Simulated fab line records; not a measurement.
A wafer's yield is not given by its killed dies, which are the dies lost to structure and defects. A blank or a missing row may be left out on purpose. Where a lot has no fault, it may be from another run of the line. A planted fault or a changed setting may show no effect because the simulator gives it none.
fab line records | flow berkeleyCmos170
record lots=5 wafers=15 lastDay=12
route steps=331 shown NVT@104 PVT@115 GATE@125 FIELD@126
lots that met no fault: taken from a fault-free run of the same line
startH: hours from the record's opening day to when the first of the lot's shown wafers began | waitH: time in hours since the lot's previous step | " as in the row above | L1.1+2: several wafers, shown together as one row | - value missing, or start not given | * or withheld: withheld | < > ~ a bound
route shown NAME@n: names a module that has steps shown in the file, with the first one's number in the route | usual: average and standard deviation across the fault-free wafers | same: alike in all rows | chamber/n: place in a boat | sites: per-site readings | _std_site: standard deviation across them | _edge_site: the outer-site mean with the inner-site mean subtracted | radiusMm: how far each site lies from the wafer's centre | mask NAME#n: copy n | behind: the last tool/chamber to shape the wafer | hold: the reason the lot was held/the length of the hold in hours/how it ended | device: the n, p or np transistor that did not switch | end of line: tests of these same wafers at the route's end | a step with no rows: only its recipe | killed: dies that structure and defects cost at the first sort, which is not the same as the wafer's yield | map: a wafer's dies, marking killed ones x, the rest . and places with no die _
set.NAME: the setting that was run; set.NAME@STEP: the one run at that earlier step | model.NAME: the simulator's own value behind a step, which no gauge read
lots at selected steps of the route; one table per step, one row per wafer
services: from which hour (startH, from the record's first day; less than 0 if before it) a tool's chamber was out of use, for how many hours, and why
## steps
# step UCB170_NVT_HMDS_00
# recipe primeTimeS=60 primeTempC=100
# same primeTimeS=60
# columns lot.wafer tool chamber startH waitH
L075.1+2+6 lithoTrack-03 0 143.87 0.5
L081.1+3+5 lithoTrack-04 0 159.29 0.3
L080.2+4+5 lithoTrack-02 0 159.36 0.3
L079.2+3+4 lithoTrack-04 0 159.77 0.8
L092.1+3+5 lithoTrack-02 0 227.11 0.0
# step UCB170_NVT_COAT_01
# recipe resist=KrF spinRpm=1500 resistThkNm=900
# columns lot.wafer tool chamber startH waitH
L075.1+2+6 lithoTrack-03 0 144.02 0.1
L081.1+3+5 lithoTrack-04 0 159.44 0.1
L080.2+4+5 lithoTrack-02 0 159.51 0.1
L079.2+3+4 lithoTrack-04 0 159.92 0.1
L092.1+3+5 lithoTrack-02 0 227.26 0.1
# step UCB170_NVT_SOFTBAKE_02
# recipe resist=KrF tempC=130 timeS=60
# columns lot.wafer tool chamber startH waitH
L075.1+2+6 lithoTrack-03 0 144.17 0.1
L081.1+3+5 lithoTrack-04 0 159.59 0.1
L080.2+4+5 lithoTrack-02 0 159.66 0.1
L079.2+3+4 lithoTrack-04 0 160.07 0.1
L092.1+3+5 lithoTrack-02 0 227.41 0.1
# step UCB170_NVT_EXPOSE_03
# recipe maskId=PWELL targetCdNm=3000 na=0.5 sigmaOuter=0.6 sourceShape=conventional doseMj=30
# usual exposureDoseMJCm2=30.00/0.031
# columns lot.wafer tool chamber startH waitH mask exposureDoseMJCm2
L075.1 krfScanner-01 0 144.32 0.1 PWELL#0 30.04
L075.2 " 0 " " PWELL#0 30.02
L075.6 " 0 " " PWELL#0 30.01
L081.1 krfScanner-01 0 159.87 0.2 PWELL#0 30.04
L081.3 " 0 " " PWELL#0 30.04
L081.5 " 0 " " PWELL#0 30.04
L080.2 krfScanner-02 0 160.24 0.6 PWELL#0 30.00
L080.4 " 0 " " PWELL#0 30.00
L080.5 " 0 " " PWELL#0 30.02
L079.2 krfScanner-02 0 160.36 0.3 PWELL#0 30.01
L079.3 " 0 " " PWELL#0 29.98
L079.4 " 0 " " PWELL#0 30.01
L092.1 krfScanner-01 0 227.56 0.1 PWELL#0 30.01
L092.3 " 0 " " PWELL#0 30.04
L092.5 " 0 " " PWELL#0 30.05
# step UCB170_NVT_PEB_04
# recipe pebTempC=130 pebTimeS=withheld resist=KrF
# columns lot.wafer tool chamber startH waitH
L075.1+2+6 lithoTrack-04 0 145.16 0.8
L081.1+3+5 lithoTrack-03 0 160.47 0.6
L080.2+4+5 lithoTrack-04 0 161.12 0.9
L079.2+3+4 lithoTrack-04 0 161.39 1.0
L092.1+3+5 lithoTrack-04 0 227.68 0.1
# step UCB170_NVT_DEVELOP_05
# recipe developer=TMAH developTimeS=45 resist=KrF devTempC=21
# same developTimeS=45
# columns lot.wafer tool chamber startH waitH
L075.1+2+6 lithoTrack-04 0 - -
L081.1+3+5 lithoTrack-03 0 - -
L080.2+4+5 lithoTrack-04 0 - -
L079.2+3+4 lithoTrack-04 0 - -
L092.1+3+5 lithoTrack-04 0 - -
# step UCB170_NVT_OVL_MEAS_06
# usual NVT_OVL=2/4.8
# columns lot.wafer tool chamber startH waitH NVT_OVL[nm]
L075.1 overlay-01 - 145.44 - -5
L075.2 " - " " -4
L075.6 " - " " -4
L081.1 overlay-01 - 160.74 - -5
L081.3 " - " " -1
L081.5 " - " " 7
L080.2 overlay-02 - 161.37 - 0
L080.4 " - " " -5
L080.5 " - " " -3
L079.2 overlay-01 - 161.65 - 1
L079.3 " - " " 7
L079.4 " - " " -9
L092.1 overlay-01 - 227.96 - 0
L092.3 " - " " 3
L092.5 " - " " 5
# step UCB170_NVT_IMPLANT_07
# recipe species=BF2 doseCm2=3e+12 energyKev=50 tiltDeg=7
# usual faradayCurrentUA=9.51/0.21
# columns lot.wafer tool chamber startH waitH faradayCurrentUA
L075.1 implanter-04 0 145.47 0.0 9.43
L075.2 " 0 " " 9.33
L075.6 " 0 " " 9.83
L081.1 implanter-03 0 160.78 0.0 9.45
L081.3 " 0 " " 9.19
L081.5 " 0 " " 9.29
L080.2 implanter-04 0 161.43 0.0 9.46
L080.4 " 0 " " 9.26
L080.5 " 0 " " 9.54
L079.2 implanter-03 0 161.70 0.0 9.41
L079.3 " 0 " " 9.40
L079.4 " 0 " " 9.02
L092.1 implanter-04 0 227.99 0.0 9.74
L092.3 " 0 " " 9.58
L092.5 " 0 " " 9.67
# step UCB170_NVT_STRIP_08
# recipe chemistry=O2 powerW=400 pressureMtorr=3500 platenTempC=withheld o2FlowSccm=400 overashFraction=0.5
# usual drypumpMotorCurrentA=5.8/0.32 oesProductAu=0.734/0.0048 stripTimeToEndpointS=21.59/0.061
# columns lot.wafer tool chamber startH waitH drypumpMotorCurrentA oesProductAu rfHoursCounterH stripTimeToEndpointS
L075.1 plasmaAsher-04 0 145.62 0.1 6.1 0.731 44 21.60
L075.2 " 1 " " 5.2 0.742 44 21.57
L075.6 " 1 " " 5.2 0.724 - 21.60
L081.1 plasmaAsher-02 1 160.93 0.1 6.1 0.733 43 21.52
L081.3 " 0 " " 5.5 0.737 - 21.54
L081.5 " 0 " " 5.5 0.739 - 21.52
L080.2 plasmaAsher-02 0 161.55 0.1 5.5 0.737 43 21.63
L080.4 " 0 " " 5.5 0.735 - 21.64
L080.5 " 0 " " 5.5 0.727 - 21.64
L079.2 plasmaAsher-03 1 161.83 0.1 6.1 0.726 5 21.51
L079.3 " 0 " " 5.9 0.739 - 21.63
L079.4 " 1 " " 6.1 0.734 - 21.56
L092.1 plasmaAsher-02 1 228.14 0.1 6.1 0.743 50 21.66
L092.3 " 1 " " 6.1 0.735 - 21.63
L092.5 " 0 " " 5.5 0.740 - 21.65
# step UCB170_NVT_TW_MEAS_09
# usual NVT_TW=523/4.6
# columns lot.wafer tool chamber startH waitH NVT_TW
L075.1 filmMetro-02 - 145.72 0.1 518
L075.2 " - " " 516
L075.6 " - " " 518
L081.1 filmMetro-02 - 161.03 0.1 520
L081.3 " - " " 523
L081.5 " - " " 521
L080.2 filmMetro-02 - 161.66 0.1 521
L080.4 " - " " 520
L080.5 " - " " 519
L079.2 filmMetro-01 - 161.94 0.1 522
L079.3 " - " " 521
L079.4 " - " " 522
L092.1 filmMetro-01 - 228.24 0.1 522
L092.3 " - " " 521
L092.5 " - " " 525
# step UCB170_NVT_CLEAN_10
# recipe chemistry=SPM tempC=120 timeS=600
# columns lot.wafer tool chamber startH waitH
L075.1+2+6 wetBench-03 1 145.78 0.1
L081.1+3+5 wetBench-04 3 161.25 0.2
L080.2+4+5 wetBench-04 3 161.89 0.2
L079.2+3+4 wetBench-04 3 162.08 0.1
L092.1+3+5 wetBench-02 0 231.40 3.1
# step UCB170_PVT_HMDS_00
# recipe primeTimeS=60 primeTempC=100
# same primeTimeS=60
# columns lot.wafer tool chamber startH waitH
L075.1+2+6 lithoTrack-04 0 146.16 0.2
L081.1+3+5 lithoTrack-01 0 162.22 0.8
L080.2+4+5 lithoTrack-01 0 162.69 0.6
L079.2+3+4 lithoTrack-02 0 162.88 0.6
L092.1+3+5 lithoTrack-04 0 231.58 0.0
# step UCB170_PVT_COAT_01
# recipe resist=KrF spinRpm=1500 resistThkNm=900
# columns lot.wafer tool chamber startH waitH
L075.1+2+6 lithoTrack-04 0 146.31 0.1
L081.1+3+5 lithoTrack-01 0 162.37 0.1
L080.2+4+5 lithoTrack-01 0 162.84 0.1
L079.2+3+4 lithoTrack-02 0 163.03 0.1
L092.1+3+5 lithoTrack-04 0 231.73 0.1
# step UCB170_PVT_SOFTBAKE_02
# recipe resist=KrF tempC=130 timeS=60
# columns lot.wafer tool chamber startH waitH
L075.1+2+6 lithoTrack-04 0 146.46 0.1
L081.1+3+5 lithoTrack-01 0 162.52 0.1
L080.2+4+5 lithoTrack-01 0 162.99 0.1
L079.2+3+4 lithoTrack-02 0 163.18 0.1
L092.1+3+5 lithoTrack-04 0 231.88 0.1
# step UCB170_PVT_EXPOSE_03
# recipe maskId=NWELL targetCdNm=3000 na=0.5 sigmaOuter=0.6 sourceShape=conventional doseMj=30
# usual exposureDoseMJCm2=30.00/0.032
# columns lot.wafer tool chamber startH waitH mask exposureDoseMJCm2
L075.1 krfScanner-01 0 146.71 0.2 NWELL#0 30.00
L075.2 " 0 " " NWELL#0 30.03
L075.6 " 0 " " NWELL#0 30.06
L081.1 krfScanner-01 0 162.67 0.1 NWELL#0 29.98
L081.3 " 0 " " NWELL#0 29.94
L081.5 " 0 " " NWELL#0 29.99
L080.2 krfScanner-02 0 163.26 0.2 NWELL#0 29.92
L080.4 " 0 " " NWELL#0 30.00
L080.5 " 0 " " NWELL#0 29.94
L079.2 krfScanner-01 0 - - NWELL#0 30.01
L079.3 " 0 " " NWELL#0 29.98
L079.4 " 0 " " NWELL#0 29.99
L092.1 krfScanner-02 0 232.16 0.3 NWELL#0 30.01
L092.3 " 0 " " NWELL#0 29.96
L092.5 " 0 " " NWELL#0 29.97
# step UCB170_PVT_PEB_04
# recipe pebTempC=130 pebTimeS=withheld resist=KrF
# columns lot.wafer tool chamber startH waitH
L075.1+2+6 lithoTrack-02 0 147.32 0.6
L081.1+3+5 lithoTrack-02 0 163.31 0.6
L080.2+4+5 lithoTrack-02 0 164.16 0.9
L079.2+3+4 lithoTrack-02 0 - -
L092.1+3+5 lithoTrack-01 0 232.28 0.1
# step UCB170_PVT_DEVELOP_05
# recipe developer=TMAH developTimeS=45 resist=KrF devTempC=20.04
# same developTimeS=45
# columns lot.wafer tool chamber startH waitH
L075.1+2+6 lithoTrack-02 0 - -
L081.1+3+5 lithoTrack-02 0 - -
L080.2+4+5 lithoTrack-02 0 - -
L079.2+3+4 lithoTrack-02 0 - -
L092.1+3+5 lithoTrack-01 0 - -
# step UCB170_PVT_OVL_MEAS_06
# usual PVT_OVL=-1/5.8
# columns lot.wafer tool chamber startH waitH PVT_OVL[nm]
L075.1 overlay-01 - 147.60 - -18
L075.2 " - " " -6
L075.6 " - " " -4
L081.1 overlay-01 - 163.58 - 0
L081.3 " - " " 6
L081.5 " - " " 3
L080.2 overlay-02 - 164.41 - 8
L080.4 " - " " 9
L080.5 " - " " -1
L079.2 overlay-01 - 165.14 - 0
L079.3 " - " " 2
L079.4 " - " " 3
L092.1 overlay-01 - 232.56 - -3
L092.3 " - " " 6
L092.5 " - " " 2
# step UCB170_PVT_IMPLANT_07
# recipe species=P doseCm2=2e+12 energyKev=30 tiltDeg=7
# usual faradayCurrentUA=6.34/0.14
# columns lot.wafer tool chamber startH waitH faradayCurrentUA
L075.1 implanter-02 0 147.63 0.0 6.23
L075.2 " 0 " " 6.35
L075.6 " 0 " " 6.09
L081.1 implanter-04 0 163.62 0.0 6.43
L081.3 " 0 " " 6.40
L081.5 " 0 " " 6.47
L080.2 implanter-02 0 164.47 0.0 6.26
L080.4 " 0 " " 6.43
L080.5 " 0 " " 6.48
L079.2 implanter-04 0 165.19 0.0 6.22
L079.3 " 0 " " 6.30
L079.4 " 0 " " 6.52
L092.1 implanter-04 0 232.59 0.0 6.60
L092.3 " 0 " " 6.35
L092.5 " 0 " " 6.31
# step UCB170_PVT_STRIP_08
# recipe chemistry=O2 powerW=400 pressureMtorr=3500 platenTempC=withheld o2FlowSccm=400 overashFraction=0.5
# usual drypumpMotorCurrentA=6.1/0.31 oesProductAu=0.734/0.0046 stripTimeToEndpointS=21.61/0.065
# columns lot.wafer tool chamber startH waitH drypumpMotorCurrentA oesProductAu rfHoursCounterH stripTimeToEndpointS
L075.1 plasmaAsher-02 0 147.78 0.1 5.5 0.734 42 21.54
L075.2 " 1 " " 6.1 0.736 42 21.49
L075.6 " 1 " " 6.1 0.739 - 21.52
L081.1 plasmaAsher-03 1 163.77 0.1 6.1 0.720 5 21.59
L081.3 " 0 " " 5.9 0.733 - 21.62
L081.5 " 1 " " 6.0 0.734 - 21.53
L080.2 plasmaAsher-01 1 164.59 0.1 6.3 0.728 39 21.58
L080.4 " 0 " " 6.5 0.737 - 21.58
L080.5 " 0 " " 6.5 0.732 - 21.53
L079.2 plasmaAsher-02 0 165.32 0.1 5.5 0.737 44 21.62
L079.3 " 0 " " 5.5 0.739 - 21.61
L079.4 " 1 " " 6.0 0.740 - 21.58
L092.1 plasmaAsher-01 1 232.74 0.1 6.4 0.739 45 21.63
L092.3 " 0 " " 6.5 0.737 - 21.60
L092.5 " 1 " " 6.4 0.733 - 21.64
# step UCB170_PVT_TW_MEAS_09
# usual PVT_TW=504.2/2.6
# columns lot.wafer tool chamber startH waitH PVT_TW
L075.1 filmMetro-01 - 147.88 0.1 506.8
L075.2 " - " " 505.1
L075.6 " - " " 503.6
L081.1 filmMetro-01 - 163.87 0.1 508.0
L081.3 " - " " 508.0
L081.5 " - " " 504.1
L080.2 filmMetro-01 - 164.70 0.1 506.5
L080.4 " - " " 504.4
L080.5 " - " " 504.2
L079.2 filmMetro-02 - 165.43 0.1 504.9
L079.3 " - " " 505.8
L079.4 " - " " 502.1
L092.1 filmMetro-03 - 232.84 0.1 496.9
L092.3 " - " " 499.6
L092.5 " - " " 499.4
# step UCB170_GATE_WET_ETCH_00
# recipe chemistry=dHF dilution=25:1 target=SiO2 tempC=25 timeS=200
# columns lot.wafer tool chamber startH waitH
L075.1+2+6 wetBench-02 3 147.94 0.1
L081.1+3+5 wetBench-01 2 163.93 0.1
L080.2+4+5 wetBench-02 3 164.75 0.0
L079.2+3+4 wetBench-02 0 165.48 0.0
L092.1+3+5 wetBench-01 3 232.90 0.1
# step UCB170_FIELD_THK_MEAS_91
# recipe reads=SiO2_of_FIELD_OXIDATION_01
# usual FIELD_OXIDE_LEFT_2_THK=352/11
# columns lot.wafer tool chamber startH waitH FIELD_OXIDE_LEFT_2_THK[nm]
L075.1 filmMetro-02 - 148.05 0.0 364
L075.2 " - " " 351
L075.6 " - " " 356
L081.1 filmMetro-03 - 163.99 0.0 361
L081.3 " - " " 357
L081.5 " - " " 350
L080.2 filmMetro-02 - 164.83 0.0 369
L080.4 " - " " 362
L080.5 " - " " 369
L079.2 filmMetro-03 - 165.56 0.0 367
L079.3 " - " " 356
L079.4 " - " " 361
L092.1 filmMetro-03 - 232.97 0.0 342
L092.3 " - " " 344
L092.5 " - " " 352
# step UCB170_GATE_OXIDATION_01
# recipe tempC=850 ambient=O2 targetThkA=66 oxTimeS=1800
# usual tube_center_temp_C_max=852.2/0.41
# columns lot.wafer tool chamber startH waitH tube_center_temp_C_max
L075.1 furnace-02 0 149.33 1.3 851.8
L075.2 " 0 " " 852.2
L075.6 " 0 " " 852.6
L079.2 furnace-04 0 167.36 1.8 852.5
L079.3 " 0 " " 851.8
L079.4 " 0 " " 851.8
L080.2 furnace-04 0 167.36 2.5 852.3
L080.4 " 0 " " 852.2
L080.5 " 0 " " 852.0
L081.1 furnace-04 0 167.36 3.4 852.3
L081.3 " 0 " " 852.4
L081.5 " 0 " " 851.6
L092.1 furnace-02 0 237.54 4.6 851.6
L092.3 " 0 " " 851.8
L092.5 " 0 " " 852.6
# step UCB170_GATE_THK_MEAS_02
# recipe reads=SiO2_of_GATE_OXIDATION_01
# usual GATE_OXIDE_THK=6.61/0.15
# columns lot.wafer tool chamber startH waitH GATE_OXIDE_THK[nm]
L075.1 filmMetro-04 - 150.89 0.1 6.62
L075.2 " - " " 6.54
L075.6 " - " " 6.53
L081.1 filmMetro-03 - 168.86 0.0 6.51
L081.3 " - " " 6.49
L081.5 " - " " 6.40
L080.2 filmMetro-04 - 168.88 0.0 6.68
L080.4 " - " " 6.52
L080.5 " - " " 6.64
L079.2 filmMetro-02 - 168.93 0.1 6.51
L079.3 " - " " 6.59
L079.4 " - " " 6.65
L092.1 filmMetro-04 - 239.04 0.0 6.79
L092.3 " - " " 6.66
L092.5 " - " " 6.67
# step UCB170_GATE_ANNEAL_03
# recipe tempC=900 timeS=1800 ambient=N2
# usual tube_center_temp_C_max=902.3/0.35
# columns lot.wafer tool chamber startH waitH tube_center_temp_C_max
L075.1 furnace-01 0 156.27 5.4 902.3
L075.2 " 0 " " 902.5
L075.6 " 0 " " 903.3
L079.2 furnace-02 0 175.26 6.3 901.8
L079.3 " 0 " " 902.2
L079.4 " 0 " " 901.9
L080.2 furnace-02 0 175.26 6.4 901.7
L080.4 " 0 " " 902.3
L080.5 " 0 " " 902.7
L081.1 furnace-02 0 175.26 6.4 902.2
L081.3 " 0 " " 901.9
L081.5 " 0 " " 901.9
L092.1 furnace-01 0 244.16 5.1 902.5
L092.3 " 0 " " 902.8
L092.5 " 0 " " 902.8
# step UCB170_GATE_CVD_04
# recipe material=poly-Si tempC=610 precursor=SiH4 timeS=1440 pressureMtorr=375 targetThkNm=214 sih4FlowSccm=120
# usual pressureMtorr=375.0/0.72
# columns lot.wafer tool chamber startH waitH pressureMtorr
L075.1 lpcvd-01 0 157.77 0.0 375.9
L075.2 " 0 " " 374.2
L075.6 " 0 " " 375.1
L079.2 lpcvd-02 0 176.76 0.0 375.3
L079.3 " 0 " " 374.6
L079.4 " 0 " " 374.6
L080.2 lpcvd-02 1 176.76 0.0 375.1
L080.4 " 1 " " 374.7
L080.5 " 1 " " 374.7
L081.1 lpcvd-02 1 176.76 0.0 374.3
L081.3 " 1 " " 375.0
L081.5 " 1 " " 374.0
L092.1 lpcvd-01 0 246.08 0.4 374.4
L092.3 " 0 " " 375.3
L092.5 " 0 " " 375.2
# step UCB170_GATE_THK_MEAS_05
# recipe reads=poly-Si_of_GATE_CVD_04
# usual GATE_POLY_THK=213.6/2.2
# columns lot.wafer tool chamber startH waitH GATE_POLY_THK[nm]
L075.1 filmMetro-03 - 159.22 0.1 211.0
L075.2 " - " " 212.1
L075.6 " - " " 212.1
L081.1 filmMetro-02 - 178.16 0.0 213.7
L081.3 " - " " 213.1
L081.5 " - " " 214.4
L079.2 filmMetro-03 - 178.17 0.0 211.3
L079.3 " - " " 210.9
L079.4 " - " " 209.7
L080.2 filmMetro-04 - 178.17 0.0 212.1
L080.4 " - " " 212.6
L080.5 " - " " 211.7
L092.1 filmMetro-02 - 247.48 0.0 211.0
L092.3 " - " " 213.1
L092.5 " - " " 212.3
# step UCB170_GATE_COAT_06
# recipe resist=BARC tempC=withheld timeS=withheld spinRpm=3000 resistThkNm=withheld
# columns lot.wafer tool chamber startH waitH
L075.1+2+6 lithoTrack-02 0 159.78 0.5
L081.1+3+5 lithoTrack-02 0 178.22 0.1
L079.2+3+4 lithoTrack-01 0 178.25 0.1
L080.2+4+5 lithoTrack-03 0 178.43 0.2
L092.1+3+5 lithoTrack-01 0 247.87 0.4
# step UCB170_GATE_COAT_07
# recipe resist=KrF spinRpm=1500 resistThkNm=900
# columns lot.wafer tool chamber startH waitH
L075.1+2+6 lithoTrack-02 0 - -
L081.1+3+5 lithoTrack-02 0 - -
L079.2+3+4 lithoTrack-01 0 - -
L080.2+4+5 lithoTrack-03 0 - -
L092.1+3+5 lithoTrack-01 0 - -
# step UCB170_GATE_SOFTBAKE_08
# recipe resist=KrF tempC=130 timeS=60
# columns lot.wafer tool chamber startH waitH
L075.1+2+6 lithoTrack-02 0 - -
L081.1+3+5 lithoTrack-02 0 - -
L079.2+3+4 lithoTrack-01 0 - -
L080.2+4+5 lithoTrack-03 0 - -
L092.1+3+5 lithoTrack-01 0 - -
# step UCB170_GATE_EXPOSE_09
# recipe maskId=POLY targetCdNm=350 na=0.5 sigmaOuter=0.6 sourceShape=conventional doseMj=20.51
# usual exposureDoseMJCm2=20.990/0.023
# columns lot.wafer tool chamber startH waitH mask exposureDoseMJCm2
L075.1 krfScanner-02 0 160.46 - POLY#0 20.987
L075.2 " 0 " " POLY#0 21.002
L075.6 " 0 " " POLY#0 20.980
L081.1 krfScanner-02 0 178.67 - POLY#0 20.966
L081.3 " 0 " " POLY#0 20.975
L081.5 " 0 " " POLY#0 20.969
L079.2 krfScanner-01 0 178.94 - POLY#0 20.975
L079.3 " 0 " " POLY#0 20.983
L079.4 " 0 " " POLY#0 20.978
L080.2 krfScanner-02 0 179.18 - POLY#0 20.978
L080.4 " 0 " " POLY#0 20.990
L080.5 " 0 " " POLY#0 20.950
L092.1 krfScanner-02 0 248.44 - POLY#0 21.036
L092.3 " 0 " " POLY#0 21.017
L092.5 " 0 " " POLY#0 21.016
# step UCB170_GATE_PEB_10
# recipe pebTempC=130 pebTimeS=withheld resist=KrF
# columns lot.wafer tool chamber startH waitH
L075.1+2+6 lithoTrack-02 0 161.41 0.9
L081.1+3+5 lithoTrack-02 0 178.95 0.3
L079.2+3+4 lithoTrack-01 0 179.15 0.2
L080.2+4+5 lithoTrack-02 0 179.30 0.1
L092.1+3+5 lithoTrack-02 0 248.73 0.3
# step UCB170_GATE_DEVELOP_11
# recipe developer=TMAH developTimeS=45 resist=KrF devTempC=21
# same developTimeS=45
# columns lot.wafer tool chamber startH waitH
L075.1+2+6 lithoTrack-02 0 - -
L081.1+3+5 lithoTrack-02 0 - -
L079.2+3+4 lithoTrack-01 0 - -
L080.2+4+5 lithoTrack-02 0 - -
L092.1+3+5 lithoTrack-02 0 - -
## services
# columns tool chamber startH hours kind
implanter-02 - 121.47 2.4 pm
furnace-04 - 126.16 2.6 pm
krfScanner-02 - 141.58 1.3 pm
krfScanner-02 - 143.09 3.7 repair
lpcvd-01 - 150.53 1.2 repair
furnace-02 - 152.50 3.7 pm
wetBench-01 - 165.25 0.6 repair
implanter-04 - 169.84 20.5 pm
furnace-01 - 170.93 12.4 repair
krfScanner-02 - 177.84 0.8 pm
krfScanner-01 - 190.13 1.3 pm
plasmaAsher-01 - 191.28 8.9 repair
furnace-04 - 191.89 3.5 pm
implanter-02 - 201.66 1.3 repair
furnace-01 - 204.23 3.5 pm
krfScanner-01 - 206.91 4.0 pm
krfScanner-02 - 213.12 1.0 pm
krfScanner-01 - 218.02 1.0 pm
krfScanner-02 - 224.20 4.4 pm
plasmaAsher-01 - 229.33 0.5 repair
krfScanner-02 - 230.34 0.2 repair
implanter-03 - 231.55 9.3 repair
krfScanner-01 - 231.60 0.8 pm
lpcvd-01 - 247.48 6.1 pm
## key
fault none
